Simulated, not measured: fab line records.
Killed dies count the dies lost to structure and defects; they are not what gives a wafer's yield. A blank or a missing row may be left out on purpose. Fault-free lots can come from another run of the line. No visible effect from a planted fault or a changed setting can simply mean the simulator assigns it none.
Which tool was responsible? -- flow rit cmos -- 39 wafers from 13 lots sampled at 2 of the route's 202 steps

## WHAT THE GAUGES READ, wafer by wafer
RIT_M1_CD_MEAS_90: target cd 2600 nm. Usual: cd nm reads 2601.3 nm (standard deviation 2.7).
lot,measured,on,cd nm (nm),flag
L376,day 3 09:15,cd sem-01,2601.3 2602.5 2602.3,
L378,day 3 19:31,cd sem-01,2605.4 2602.2 2602.5,
L379,day 3 21:49,cd sem-02,2599.3 2598.6 2599.9,
L380,day 4 06:14,cd sem-02,2600.9 2601.0 2599.4,
L381,day 4 10:20,cd sem-02,2605.2 2601.5 2600.0,
L382,day 4 19:33,cd sem-02,2596.8 2598.4 2599.0,
L383,day 4 20:50,cd sem-02,2596.3 2601.6 2597.7,
L384,day 5 01:53,cd sem-01,2602.1 2600.7 2603.0,
L387,day 5 15:56,cd sem-02,2602.3 2593.5 2594.1,
L394,day 7 06:37,cd sem-01,2599.2 2597.5 2598.5,
L395,day 7 09:43,cd sem-02,2601.2 2601.3 2600.7,
L397,day 7 22:07,cd sem-02,2604.3 2601.5 2601.8,
L398,day 8 02:20,cd sem-02,2595.7 2599.1 2599.6,

## WHICH TOOL RAN EACH LOT (tool, then ch and the chambers of the sampled wafers, then the start)
lot,RIT_M1_METAL_ETCH_12
L376,"rie metal-04 ch 0,1, day 3 08:43"
L378,"rie metal-02 ch 0,1, day 3 18:59"
L379,"rie metal-04 ch 0,1, day 3 21:17"
L380,"rie metal-03 ch 0,1, day 4 05:44"
L381,"rie metal-02 ch 0,1, day 4 09:50"
L382,"rie metal-04 ch 0,1, day 4 19:02"
L383,"rie metal-03 ch 0,1, day 4 20:19"
L384,"rie metal-02 ch 0,1, day 5 01:22"
L387,"rie metal-02 ch 0,1, day 5 15:26"
L394,"rie metal-04 ch 0,1, day 7 06:05"
L395,"rie metal-03 ch 0,1, day 7 09:12"
L397,"rie metal-04 ch 0,1, day 7 21:35"
L398,"rie metal-03 ch 0,1, day 8 01:49"
- RIT_M1_METAL_ETCH_12: etches Al in Cl2/BCl3, stops on SiO2, time 165 s, target depth 600 nm.

## WHAT THE TOOLS THEMSELVES READ (means of the sampled wafers that have a number; where no wafer has one, the mark that the record gives instead)
RIT_M1_METAL_ETCH_12. Usual: drypump motor current A 5.6 A, standard deviation 0.56; oes product au 0.794 a.u., standard deviation 0.0088; throttle valve pct 8.28 %, standard deviation 0.088.
lot,tool,drypump motor current A (A),oes product au (a.u.),throttle valve pct (%),flag
L376,rie metal-04,5.6,0.800,8.31,
L378,rie metal-02,5.6,0.796,8.29,
L379,rie metal-04,5.9,0.790,8.35,
L380,rie metal-03,5.5,0.786,8.22,
L381,rie metal-02,5.7,0.806,8.30,
L382,rie metal-04,6.0,0.789,8.35,
L383,rie metal-03,5.5,0.779,8.23,
L384,rie metal-02,5.7,0.803,8.28,
L387,rie metal-02,5.3,0.802,8.34,
L394,rie metal-04,5.9,0.781,8.36,
L395,rie metal-03,5.5,0.800,8.22,
L397,rie metal-04,6.0,0.788,8.36,
L398,rie metal-03,5.8,0.788,8.19,

## THE ANSWER, worked out from the rows above alone
Rule: take the mean of a lot's wafers that have a number; if it is more than 3 standard deviations from the usual mean, the lot is off. A lot without any number at a reading at which 4 lots or more have one is off too. Where the step has rows for the other lots, those lots are counted as sound. The gauges are gone through in route order, then the tools' own readings, and for those a lot's mean is taken as printed above. The first step at which some lot is off is used, and at that step the reading that is off furthest; a lot without a number counts as furthest.
Across all readings shown, no lot is off: no conclusion can be drawn from this.

## WHAT THE SIMULATOR HAD INSERTED
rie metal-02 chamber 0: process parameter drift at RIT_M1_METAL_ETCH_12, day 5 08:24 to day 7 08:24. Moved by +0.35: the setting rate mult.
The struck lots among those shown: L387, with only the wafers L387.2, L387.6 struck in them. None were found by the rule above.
